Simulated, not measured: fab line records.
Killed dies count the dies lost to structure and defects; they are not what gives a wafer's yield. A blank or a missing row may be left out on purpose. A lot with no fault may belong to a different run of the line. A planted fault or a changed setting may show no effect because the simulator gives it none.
What tool caused it? + flow berkeleyCmos170 + 7 lots with 21 wafers sampled at 2 steps, on a route of 331 steps

## WHAT EACH GAUGE READ, for each wafer
UCB170_V1_THK_MEAS_04.
| lot  | measured     | on           | V1_POLISHED_THK (nm) |
|------|--------------|--------------|----------------------|
| L336 | day 8 00:06  | filmMetro-03 | 999.0 1002.3 998.8   |
| L338 | day 8 06:50  | filmMetro-03 | 1000.3 1001.9 998.1  |
| L340 | day 8 20:05  | filmMetro-01 | 999.3 998.2 1001.1   |
| L342 | day 8 20:40  | filmMetro-03 | 999.7 996.5 1001.1   |
| L344 | day 9 13:50  | filmMetro-01 | 1077.0 1075.3 1076.7 |
| L352 | day 11 12:55 | filmMetro-02 | 999.2 1000.9 998.5   |
| L357 | day 12 13:23 | filmMetro-02 | 998.0 998.6 997.4    |

## TOOL THAT RAN EACH LOT (tool first, then ch and the chambers of the sampled wafers, then the start)
| lot  | UCB170_V1_CMP_02             |
|------|------------------------------|
| L336 | cmp-02 ch 1,3, day 7 23:43   |
| L338 | cmp-01 ch 0,1,3, day 8 06:25 |
| L340 | cmp-02 ch 1,2,3, day 8 19:44 |
| L342 | cmp-02 ch 0,1,3, day 8 20:17 |
| L344 | cmp-02 ch 2,3, day 9 13:28   |
| L352 | cmp-01 ch 2,3, day 11 12:32  |
| L357 | cmp-01 ch 0,3, day 12 12:58  |
- UCB170_V1_CMP_02: polishes SiO2.

## THE ANSWER, worked out from the rows above alone
Rule: usual is defined by the lots themselves. The widest of any qualifying gaps counts: lots, ordered by their means at a reading, are off when they make up no more than a third of the lots, leave a main group of 4 or more, and stand apart from it by 3 or more times the standard deviation of that group's means. If all means in a main group match to the digits the tables above print for the reading, that group is not used. Also off: a lot with no number at a reading for which 4 or more lots have one. All remaining lots with rows at the step are treated as sound.
Off: L344, seen at UCB170_V1_THK_MEAS_04 (V1_POLISHED_THK). Main group: mean 999.4 nm, sd 0.7.
A tool fits if, at a process step before that reading, it ran every lot that is off, and no sound lot after the first of them. Those tools and the gauges at UCB170_V1_THK_MEAS_04 are tried in the same way. Undecided on this evidence; 2 tools fit (cmp-02 at UCB170_V1_CMP_02, filmMetro-01 at UCB170_V1_THK_MEAS_04).

## WHAT THE SIMULATOR HAD INSERTED
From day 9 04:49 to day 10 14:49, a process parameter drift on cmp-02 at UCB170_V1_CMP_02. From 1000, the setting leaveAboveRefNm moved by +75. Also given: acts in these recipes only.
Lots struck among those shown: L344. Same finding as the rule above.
